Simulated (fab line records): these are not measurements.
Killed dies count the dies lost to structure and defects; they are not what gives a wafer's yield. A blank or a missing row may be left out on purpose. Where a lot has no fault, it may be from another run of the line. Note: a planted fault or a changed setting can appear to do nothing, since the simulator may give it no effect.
Which tool did it? / flow rit-cmos / Sampling: 14 lots, 42 wafers, 2 of 202 route steps

## WHAT THE GAUGES READ, wafer by wafer
RIT_PLDD_TW_MEAS_10.
lot=L959; measured=day 3 06:22; on=film-metro-01; PLDD_TW=2359 2358 2369
lot=L960; measured=day 3 10:58; on=film-metro-01; PLDD_TW=2353 2376 2364
lot=L961; measured=day 3 16:13; on=film-metro-01; PLDD_TW=2359 2360 2363
lot=L962; measured=day 3 21:58; on=film-metro-01; PLDD_TW=2377 2360 2356
lot=L963; measured=day 4 04:40; on=film-metro-01; PLDD_TW=2374 2379 2371
lot=L964; measured=day 4 07:09; on=film-metro-02; PLDD_TW=2370 2372 2386
lot=L965; measured=day 4 11:04; on=film-metro-02; PLDD_TW=2372 2377 2363
lot=L966; measured=day 4 18:43; on=film-metro-02; PLDD_TW=2384 2370 2384
lot=L971; measured=day 5 12:56; on=film-metro-01; PLDD_TW=2362 2362 2354
lot=L974; measured=day 6 04:40; on=film-metro-02; PLDD_TW=1683 1671 1682 1687 1680 1684
lot=L976; measured=day 6 14:55; on=film-metro-01; PLDD_TW=1682 1686 1695 1689 1683 1695
lot=L977; measured=day 6 18:14; on=film-metro-01; PLDD_TW=2357 2381 2379
lot=L981; measured=day 7 17:49; on=film-metro-02; PLDD_TW=2346 2347 2369
lot=L982; measured=day 8 00:57; on=film-metro-01; PLDD_TW=2367 2374 2364

## EACH LOT AND THE TOOL THAT RAN IT (in order: tool; ch and the chambers of the sampled wafers; start)
lot=L959; RIT_PLDD_IMPLANT_08=implanter-03 ch 0, day 3 06:02
lot=L960; RIT_PLDD_IMPLANT_08=implanter-01 ch 0, day 3 10:38
lot=L961; RIT_PLDD_IMPLANT_08=implanter-04 ch 0, day 3 15:53
lot=L962; RIT_PLDD_IMPLANT_08=implanter-01 ch 0, day 3 21:40
lot=L963; RIT_PLDD_IMPLANT_08=implanter-04 ch 0, day 4 04:20
lot=L964; RIT_PLDD_IMPLANT_08=implanter-01 ch 0, day 4 06:52
lot=L965; RIT_PLDD_IMPLANT_08=implanter-01 ch 0, day 4 10:45
lot=L966; RIT_PLDD_IMPLANT_08=implanter-04 ch 0, day 4 18:25
lot=L971; RIT_PLDD_IMPLANT_08=implanter-04 ch 0, day 5 12:38
lot=L974; RIT_PLDD_IMPLANT_08=implanter-01 ch 0, day 6 04:20
lot=L976; RIT_PLDD_IMPLANT_08=implanter-01 ch 0, day 6 14:38
lot=L977; RIT_PLDD_IMPLANT_08=implanter-04 ch 0, day 6 17:55
lot=L981; RIT_PLDD_IMPLANT_08=implanter-03 ch 0, day 7 17:32
lot=L982; RIT_PLDD_IMPLANT_08=implanter-03 ch 0, day 8 00:38
- RIT_PLDD_IMPLANT_08

## AS READ BY THE TOOLS THEMSELVES (means over the sampled wafers that have a number; for cases with no such wafer, the mark the record gives instead)
RIT_PLDD_IMPLANT_08.
lot=L959; tool=implanter-03; dose-ions-cm2=8.994e+14; end-station-pressure-torr (Torr)=7.0e-06; faraday-current-uA=2827; tilt-deg (degrees)=6.986
lot=L960; tool=implanter-01; dose-ions-cm2=9.007e+14; end-station-pressure-torr (Torr)=7.5e-06; faraday-current-uA=2811; tilt-deg (degrees)=7.000
lot=L961; tool=implanter-04; dose-ions-cm2=8.993e+14; end-station-pressure-torr (Torr)=7.4e-06; faraday-current-uA=2818; tilt-deg (degrees)=7.003
lot=L962; tool=implanter-01; dose-ions-cm2=8.999e+14; end-station-pressure-torr (Torr)=6.9e-06; faraday-current-uA=2797; tilt-deg (degrees)=6.991
lot=L963; tool=implanter-04; dose-ions-cm2=8.994e+14; end-station-pressure-torr (Torr)=7.0e-06; faraday-current-uA=2803; tilt-deg (degrees)=6.983
lot=L964; tool=implanter-01; dose-ions-cm2=9.008e+14; end-station-pressure-torr (Torr)=7.5e-06; faraday-current-uA=2780; tilt-deg (degrees)=6.973
lot=L965; tool=implanter-01; dose-ions-cm2=9.003e+14; end-station-pressure-torr (Torr)=7.3e-06; faraday-current-uA=2815; tilt-deg (degrees)=6.992
lot=L966; tool=implanter-04; dose-ions-cm2=8.996e+14; end-station-pressure-torr (Torr)=7.2e-06; faraday-current-uA=2854; tilt-deg (degrees)=7.016
lot=L971; tool=implanter-04; dose-ions-cm2=9.002e+14; end-station-pressure-torr (Torr)=7.7e-06; faraday-current-uA=2846; tilt-deg (degrees)=7.003
lot=L974; tool=implanter-01; dose-ions-cm2=2.698e+14; end-station-pressure-torr (Torr)=5.7e-06; faraday-current-uA=861; tilt-deg (degrees)=6.981
lot=L976; tool=implanter-01; dose-ions-cm2=2.710e+14; end-station-pressure-torr (Torr)=5.8e-06; faraday-current-uA=859; tilt-deg (degrees)=7.021
lot=L977; tool=implanter-04; dose-ions-cm2=9.003e+14; end-station-pressure-torr (Torr)=7.1e-06; faraday-current-uA=2841; tilt-deg (degrees)=7.005
lot=L981; tool=implanter-03; dose-ions-cm2=9.006e+14; end-station-pressure-torr (Torr)=7.0e-06; faraday-current-uA=2839; tilt-deg (degrees)=6.987
lot=L982; tool=implanter-03; dose-ions-cm2=9.005e+14; end-station-pressure-torr (Torr)=7.1e-06; faraday-current-uA=2823; tilt-deg (degrees)=7.024

## THE ANSWER, worked out from the rows above alone
Rule: what is usual is taken from the lots themselves. Put in order of their means at a reading, lots are off if they are a third of the lots or fewer, leave a main group of 4 or more, and stand apart from it by a gap of 3 or more times the standard deviation of the main group's means; of several such gaps the widest counts. The tables above print the reading to a certain number of digits; a main group whose means all agree to those digits is not used. A lot without any number at a reading at which 4 lots or more have one is off too. The other lots that the step has rows for count as sound. First the gauges in route order, then the tools' own readings, where a lot's mean is used as printed above. The first step at which some lot is off is used, and at that step the reading that is off furthest; a lot without a number counts as furthest.
Off: L974, L976, seen at RIT_PLDD_TW_MEAS_10 (PLDD_TW). Main group: mean 2367, sd 7.3.
A tool fits if, at a process step before that reading, it ran every lot that is off, and no sound lot after the first of them. Not tried: the gauges at RIT_PLDD_TW_MEAS_10; whatever is off there is also off at RIT_PLDD_IMPLANT_08, on other tools, and gauge error can't account for it. One fits: implanter-01 at RIT_PLDD_IMPLANT_08. A fault onset in the window from L965 (day 4 10:45, its last sound lot) to L974 (day 6 04:20, its first lot off) fits.
The tool's own readings at RIT_PLDD_IMPLANT_08 bear it out: on the lots that are off they differ by more than 5 times the standard deviation of the sound lots' means. dose-ions-cm2 reads 2.704e+14 there against 9.001e+14 on the sound lots; end-station-pressure-torr reads 5.8e-06 Torr there against 7.2e-06 Torr on the sound lots; faraday-current-uA reads 860 there against 2821 on the sound lots.

## WHAT WAS PUT IN BY THE SIMULATOR
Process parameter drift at RIT_PLDD_IMPLANT_08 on implanter-01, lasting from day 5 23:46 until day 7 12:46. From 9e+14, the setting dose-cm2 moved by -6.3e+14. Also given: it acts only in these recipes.
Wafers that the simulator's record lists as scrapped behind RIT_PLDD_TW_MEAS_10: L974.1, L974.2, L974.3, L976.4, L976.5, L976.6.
Shown lots that were struck: L974, L976. The rule above reached the same finding.
